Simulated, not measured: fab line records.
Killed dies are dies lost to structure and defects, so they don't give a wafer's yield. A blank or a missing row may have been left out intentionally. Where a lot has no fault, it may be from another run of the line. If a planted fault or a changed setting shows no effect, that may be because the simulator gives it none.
Problem report, 8D (eight disciplines) form, completed by code :: flow ritCmos :: the parts of the form that need people (team, actions taken, sign-off) are left out

1. THE ISSUE
Mean of runLengthS at RIT_M1_METAL_ETCH_12: 176.4 s across 6 wafers in 2 lots; on wafers with no fault it is 193.5 s (standard deviation 0.88). That is -19 standard deviations from the usual mean.
The step: etches Al in Cl2/BCl3, stops on SiO2, time 165 s, target depth 600 nm.
Earliest sighting: wafer L198.1 on rieMetal-04 at day 6 22:00. The record holds 18 wafers of 6 lots with a number at this step. Rule for "out", or "out of limits": more than 4 standard deviations from the usual mean. All remaining wafers that have a number are taken as sound.

2. WHAT THIS IS AND IS NOT
question: which readings at this step
is: runLengthS, oesProductAu
is not: chamberPressureMTorr, drypumpMotorCurrentA, heBacksideLeakSccm, throttleValvePct

question: which lots
is: L198, L201
is not: L184, L189, L200, L205

question: which wafers of those lots
is: all that have a number
is not: -

question: read on which tools
is: rieMetal-04
is not: rieMetal-01, rieMetal-02

question: when
is: from day 6 22:00
is not: up to then (6 sound wafers); but 6 sound wafers of L200, L205 came after

3. THE SUSPECTS, EACH WITH WHAT RULES IT OUT
Counting: a tool at any process step up to the reading remains a suspect when it ran all the lots that are out and ran no sound lot after the first of those.
- pvdSputter-04 at RIT_M1_SPUTTER_00 (material Al, target thk 400 nm, time 500 s): ruled out as a lasting fault. After its first lot that is out, L198 (day 6 20:03), sound lots L200, L205 ran on it.
- rieMetal-04 at RIT_M1_METAL_ETCH_12 (etches Al in Cl2/BCl3, stops on SiO2, time 165 s, target depth 600 nm): kept. All lots that are out passed through it, beginning with L198 at day 6 22:00, and no sound lot followed; its final sound lot before that point was L184 at day 3 14:19. Its own oesProductAu, runLengthS readings are out on those wafers.
The count leaves rieMetal-04 at RIT_M1_METAL_ETCH_12.

4. THE CAUSE (what the simulator had put in)
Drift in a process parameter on rieMetal-04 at RIT_M1_METAL_ETCH_12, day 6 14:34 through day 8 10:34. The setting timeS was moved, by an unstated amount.
Only this tool survived the counting.

5. THE CHAIN OF EFFECTS, in route order
One row per reading whose mean, taken over the struck wafers that have a number, lies over 3 standard deviations from the usual. Only readings whose record carries a usual standard deviation are examined. hours: median over the lots of the time between each lot's start at the first step of this table that gives one and its start at this step. sigmas: the change, counted in usual standard deviations.
hours: 0
step: RIT_M1_METAL_ETCH_12
reading: oesProductAu
usual: 0.780 a.u.
on struck wafers: 0.878
change: +0.098
sigmas: +6.1

hours: 0
step: RIT_M1_METAL_ETCH_12
reading: runLengthS
usual: 193.5 s
on struck wafers: 176.4
change: -17.1
sigmas: -19
The process steps in it:
- RIT_M1_METAL_ETCH_12: etches Al in Cl2/BCl3, stops on SiO2, time 165 s, target depth 600 nm.

6. HOW IT WOULD HAVE BEEN CAUGHT EARLIER
The fault began at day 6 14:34; the first out-of-limits reading in this record came at day 6 22:00, 7 hours later.
